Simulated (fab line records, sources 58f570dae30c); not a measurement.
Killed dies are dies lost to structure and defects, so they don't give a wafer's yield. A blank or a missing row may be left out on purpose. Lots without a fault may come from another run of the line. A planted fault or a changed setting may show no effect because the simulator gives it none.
Which tool did it? | flow berkeley_cmos170 | 14 lots, 42 wafers sampled, at 2 steps of a route of 331

WHAT THE GAUGES READ, wafer by wafer
UCB170_V2_CD_MEAS_90: target cd 700 nm. Usual: cd_nm 700.5 nm, standard deviation 1.7.
lot  | measured     | on        | cd_nm (nm)        | flag
L876 | day 8 16:24  | cd_sem-02 | 702.5 703.0 700.8 |
L878 | day 9 04:01  | cd_sem-01 | 700.6 700.2 701.2 |
L877 | day 9 07:02  | cd_sem-02 | 700.0 700.2 700.7 |
L881 | day 9 13:53  | cd_sem-02 | 698.2 700.4 699.8 |
L879 | day 9 14:58  | cd_sem-01 | 698.1 700.6 700.6 |
L882 | day 10 13:53 | cd_sem-02 | 703.5 703.3 703.4 |
L890 | day 11 08:28 | cd_sem-01 | 698.0 695.3 698.9 |
L884 | day 11 16:29 | cd_sem-01 | 700.6 700.9 700.7 |
L886 | day 11 17:02 | cd_sem-02 | 701.3 702.7 702.8 |
L887 | day 11 17:30 | cd_sem-01 | 700.9 701.6 702.7 |
L888 | day 11 17:44 | cd_sem-01 | 699.9 700.8 699.4 |
L894 | day 12 09:59 | cd_sem-02 | 701.3 703.0 701.0 |
L899 | day 13 10:50 | cd_sem-01 | 698.7 699.2 700.1 |
L898 | day 13 11:22 | cd_sem-01 | 701.7 698.7 698.9 |

WHICH TOOL RAN EACH LOT (tool, then ch and the chambers of the sampled wafers, then the start)
lot  | UCB170_V2_STRIP_15
L876 | plasma_asher-01 ch 0, day 8 16:17
L878 | plasma_asher-01 ch 0,1, day 9 03:53
L877 | plasma_asher-01 ch 0,1, day 9 06:55
L881 | plasma_asher-03 ch 0,1, day 9 13:47
L879 | plasma_asher-02 ch 0,1, day 9 14:52
L882 | plasma_asher-02 ch 0,1, day 10 13:46
L890 | plasma_asher-03 ch 0,1, day 11 08:22
L884 | plasma_asher-03 ch 0,1, day 11 16:22
L886 | plasma_asher-03 ch 0,1, day 11 16:55
L887 | plasma_asher-03 ch 0,1, day 11 17:23
L888 | plasma_asher-01 ch 0,1, day 11 17:38
L894 | plasma_asher-03 ch 0,1, day 12 09:53
L899 | plasma_asher-03 ch 0,1, day 13 10:43
L898 | plasma_asher-01 ch 0,1, day 13 11:15
- UCB170_V2_STRIP_15: strips in O2.

WHAT THE TOOLS THEMSELVES READ (means of the sampled wafers that have a number; where no wafer has one, the mark that the record gives instead)
UCB170_V2_STRIP_15. Usual: drypump_motor_current_A 5.8 A, standard deviation 0.52; oes_product_au 0.722 a.u., standard deviation 0.0045; strip_time_to_endpoint_s 15.31 s, standard deviation 0.093.
lot  | tool            | drypump_motor_current_A (A) | oes_product_au (a.u.) | strip_time_to_endpoint_s (s) | flag
L876 | plasma_asher-01 | 5.3                         | 0.721                 | 15.20                        |
L878 | plasma_asher-01 | 6.0                         | 0.724                 | 15.29                        |
L877 | plasma_asher-01 | 5.7                         | 0.723                 | 15.24                        |
L881 | plasma_asher-03 | 5.6                         | 0.721                 | 15.22                        |
L879 | plasma_asher-02 | 6.3                         | 0.719                 | 15.27                        |
L882 | plasma_asher-02 | 6.2                         | 0.718                 | 15.28                        |
L890 | plasma_asher-03 | 5.3                         | 0.724                 | 15.36                        |
L884 | plasma_asher-03 | 5.6                         | 0.723                 | 15.28                        |
L886 | plasma_asher-03 | 5.3                         | 0.729                 | 15.39                        |
L887 | plasma_asher-03 | 5.6                         | 0.720                 | 15.24                        |
L888 | plasma_asher-01 | 6.0                         | 0.723                 | 15.25                        |
L894 | plasma_asher-03 | 5.6                         | 0.719                 | 15.29                        |
L899 | plasma_asher-03 | 5.6                         | 0.726                 | 15.24                        |
L898 | plasma_asher-01 | 5.7                         | 0.721                 | 15.26                        |

THE ANSWER, worked out from the rows above alone
Rule: a lot is off if the mean of its wafers that have a number lies more than 3 standard deviations from the usual mean. A lot without any number at a reading at which 4 lots or more have one is off too. The other lots that the step has rows for count as sound. The gauges are gone through in route order, then the tools' own readings, and for those a lot's mean is taken as printed above. The first step at which some lot is off is used, and at that step the reading that is off furthest; a lot without a number counts as furthest.
No lot is off at any reading shown: from this, nothing can be told.

WHAT THE SIMULATOR HAD PUT IN
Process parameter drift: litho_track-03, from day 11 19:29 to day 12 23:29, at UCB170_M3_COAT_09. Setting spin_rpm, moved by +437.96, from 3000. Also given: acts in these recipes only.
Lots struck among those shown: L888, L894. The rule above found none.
